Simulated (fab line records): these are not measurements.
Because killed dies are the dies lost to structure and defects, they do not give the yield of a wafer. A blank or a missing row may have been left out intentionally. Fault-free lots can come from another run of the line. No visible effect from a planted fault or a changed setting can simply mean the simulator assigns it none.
Chamber matching ; flow berkeley cmos170 ; 3 sister chambers for UCB170_FIELD_WET_ETCH_05 on wet bench-04
The step etches Si3N4 in H3PO4, time 12600 s. 22 wafers are shown with their chamber, then 5 later ones without.

WAFERS, EACH WITH ITS CHAMBER
wafer;chamber;bath guard temp C (C);bath heat duty pct (%)
L979.2;1;160.1;32.5
L979.3;1;160.2;30.2
L979.6;1;159.9;30.9
L982.1;1;160.2;28.4
L982.2;1;159.9;30.0
L982.6;1;159.9;32.2
L983.3;1;160.0;31.6
L983.4;1;160.2;31.1
L983.6;1;160.0;28.7
L988.1;3;160.5;24.9
L988.2;3;160.4;24.2
L988.6;3;160.7;23.4
L989.2;3;160.5;23.1
L989.4;3;160.6;26.2
L989.5;3;160.6;22.7
L992.1;0;159.6;29.4
L992.4;0;159.6;30.0
L992.5;0;159.4;29.9
L100.1;0;159.7;29.7
L100.4;0;159.0;27.8
L100.6;0;159.4;29.7
L997.4;0;159.6;30.1

SIGNATURES (means of the wafers above)
reading;chamber 0;chamber 1;chamber 3;scatter within a chamber
bath guard temp C;159.471;160.044;160.550;0.167
bath heat duty pct;29.514;30.622;24.083;1.23
Rule: a wafer lies at a distance from a chamber equal to the root of the sum of squares, over the readings, of (its reading less the chamber's mean, divided by the reading's scatter). The wafer belongs to the nearest chamber; if the next one is less than 2 further off, it can't be placed. How the scatter is found: for the shown wafers, subtract from each reading the mean of its chamber, square and add these, divide the total by (wafers less chambers), then take the root.

WAFERS WHOSE CHAMBER IS MISSING
wafer;bath guard temp C (C);bath heat duty pct (%)
L997.5;159.1;30.1
L997.6;159.6;30.6
L101.1;159.5;28.8
L101.4;159.7;31.1
L101.5;159.6;31.6

CHAMBER TAKEN BY EACH
wafer;from the rows above;in truth
L997.5;0;0
L997.6;can't be placed: 0 or 1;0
L101.1;0;0
L101.4;can't be placed: 0 or 1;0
L101.5;can't be placed: 0 or 1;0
Correct placement for 2 of the 5. Not placeable from these rows: 3 (in 3, the candidates include the true chamber). Wrongly placed: 0.
